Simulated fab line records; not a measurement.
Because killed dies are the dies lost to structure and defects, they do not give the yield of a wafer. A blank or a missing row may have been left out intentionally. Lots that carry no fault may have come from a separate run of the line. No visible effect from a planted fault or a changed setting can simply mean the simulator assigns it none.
Problem report, 8D (eight disciplines) form, completed by code / flow rit-cmos / the parts of the form that need people (team, actions taken, sign-off) are left out

== 1. WHAT IS WRONG ==
Mean NLDD_TW at RIT_NLDD_TW_MEAS_10: 2389 over 6 wafers in 2 lots; fault-free wafers: 2525, standard deviation 17. That is -8.0 standard deviations from the usual mean.
The first sign was on wafer L144.1 at day 4 15:18, on film-metro-03. The record has a number at this step for 42 wafers belonging to 14 lots. Rule for "out" (also "out of limits"): further than 4 standard deviations from the usual mean. Any other wafer with a number is counted as sound.

== 2. WHAT IT IS AND WHAT IT IS NOT ==
question=which readings at this step | is=NLDD_TW | is not=-
question=which lots | is=L144, L145 | is not=L135, L136, L137, L138, L139, L140, L141, L147, L153, L154, L157, L158
question=which wafers of those lots | is=all that have a number | is not=-
question=read on which gauges | is=film-metro-03 | is not=film-metro-02, film-metro-04
question=when | is=from day 4 15:18 | is not=up to then (21 sound wafers); but 15 sound wafers of L147, L153, L154, L157, L158 came after

== 3. SUSPECTS, AND WHAT RULES EACH OUT ==
Counting: a tool at any process step up to the reading remains a suspect when it ran all the lots that are out and ran no sound lot after the first of those.
- the gauge at RIT_NLDD_TW_MEAS_10 is ruled out. All the wafers that are out were read on film-metro-03, but those of them that RIT_NLDD_IMPLANT_08 has rows for are out there too, on other tools.
- implanter-03 at RIT_NLDD_IMPLANT_08: kept. All lots that are out passed through it, beginning with L144 at day 4 14:59, and no sound lot followed; its final sound lot before that point was L141 at day 4 00:31. Its own dose-ions-cm2, faraday-current-uA readings are out on those wafers.
After counting, what remains is implanter-03 at RIT_NLDD_IMPLANT_08.

== 4. THE CAUSE (what the simulator had put in) ==
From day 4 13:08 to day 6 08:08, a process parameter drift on implanter-03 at RIT_NLDD_IMPLANT_08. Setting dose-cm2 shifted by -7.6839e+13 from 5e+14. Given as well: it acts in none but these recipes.
The count eliminated every tool but this one.

== 5. SEQUENCE OF EFFECTS, ordered by route ==
Rows list readings where the struck wafers' mean (over those with a number) sits beyond 3 standard deviations from the usual. Only readings for which the record gives a usual standard deviation are gone through. hours: the time from each lot's start at the first step in this table that gives one to its start at this step, as a median over the lots. sigmas: the change in usual standard deviations.
hours=0; step=RIT_NLDD_IMPLANT_08; reading=dose-ions-cm2; usual=5e+14; on struck wafers=4e+14; change=-8e+13; sigmas=-99 or more
hours=0; step=RIT_NLDD_IMPLANT_08; reading=faraday-current-uA; usual=1567; on struck wafers=1319; change=-248; sigmas=-8.5
hours=0; step=RIT_NLDD_TW_MEAS_10; reading=NLDD_TW; usual=2525; on struck wafers=2389; change=-136; sigmas=-8.0
hours=9; step=RIT_SDANNEAL_RS_MEAS_07; reading=NLDD_RS; usual=151.9 ohm/sq; on struck wafers=174.2; change=+22.3; sigmas=+42
The process steps in it:
- RIT_NLDD_IMPLANT_08

== 6. WHAT WOULD HAVE CAUGHT IT SOONER ==
2 hours passed between the start of the fault at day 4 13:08 and the first reading out of limits at a measuring or inspecting step in this record, taken at day 4 15:18.
At RIT_NLDD_IMPLANT_08, the tool's own readings (dose-ions-cm2, faraday-current-uA) were out on each struck wafer the step has a row for, so an alarm limit on them would have fired on the first such wafer.
Lots out: 2; of these, L145 started RIT_NLDD_IMPLANT_08 on implanter-03 after day 4 15:18. A tool hold placed at that time would have kept it from harm.
